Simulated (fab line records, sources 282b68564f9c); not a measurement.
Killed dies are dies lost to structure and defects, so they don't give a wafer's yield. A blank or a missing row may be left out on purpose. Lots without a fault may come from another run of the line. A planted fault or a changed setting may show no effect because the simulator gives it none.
Which tool did it? | flow rit_cmos | 7 lots, 21 wafers sampled, at 2 steps of a route of 202

WHAT THE GAUGES READ, wafer by wafer
RIT_SDANNEAL_RS_MEAS_04: measures by four-point-probe.
lot  | measured    | on            | PSD_RS (ohm/sq)
L330 | day 3 05:28 | film_metro-01 | 115.4 115.3 115.5
L332 | day 3 15:59 | film_metro-01 | 115.1 115.7 115.2
L334 | day 4 02:10 | film_metro-01 | 116.2 116.1 115.8
L338 | day 5 00:40 | film_metro-01 | 116.1 115.5 115.5
L342 | day 6 08:01 | film_metro-03 | 115.7 115.4 115.5
L345 | day 6 20:50 | film_metro-01 | 115.7 115.6 115.7
L348 | day 7 09:39 | film_metro-02 | 97.4 97.6 97.3

WHICH TOOL RAN EACH LOT (tool, then ch and the chambers of the sampled wafers, then the start)
lot  | RIT_SDANNEAL_RTA_03
L330 | rtp_anneal-02 ch 0, day 3 05:23
L332 | rtp_anneal-02 ch 0, day 3 15:56
L334 | rtp_anneal-02 ch 0, day 4 02:06
L338 | rtp_anneal-02 ch 0, day 5 00:35
L342 | rtp_anneal-02 ch 0, day 6 07:56
L345 | rtp_anneal-01 ch 0, day 6 20:46
L348 | rtp_anneal-02 ch 0, day 7 09:34
- RIT_SDANNEAL_RTA_03: time 5 s.

THE ANSWER, worked out from the rows above alone
Rule: what is usual is taken from the lots themselves. Put in order of their means at a reading, lots are off if they are a third of the lots or fewer, leave a main group of 4 or more, and stand apart from it by a gap of 3 or more times the standard deviation of the main group's means; of several such gaps the widest counts. A main group whose means are all the same, to the digits that the tables above print for the reading, isn't used. A lot without any number at a reading at which 4 lots or more have one is off too. The other lots that the step has rows for count as sound.
Off: L348, at RIT_SDANNEAL_RS_MEAS_04 (PSD_RS). The main group: mean 115.6 ohm/sq, standard deviation 0.23.
A tool fits if, at a process step before that reading, it ran every lot that is off, and no sound lot after the first of them. The gauges at RIT_SDANNEAL_RS_MEAS_04 are tried like those tools. Can't be told from this: 2 tools fit, rtp_anneal-02 at RIT_SDANNEAL_RTA_03, film_metro-02 at RIT_SDANNEAL_RS_MEAS_04.

WHAT THE SIMULATOR HAD PUT IN
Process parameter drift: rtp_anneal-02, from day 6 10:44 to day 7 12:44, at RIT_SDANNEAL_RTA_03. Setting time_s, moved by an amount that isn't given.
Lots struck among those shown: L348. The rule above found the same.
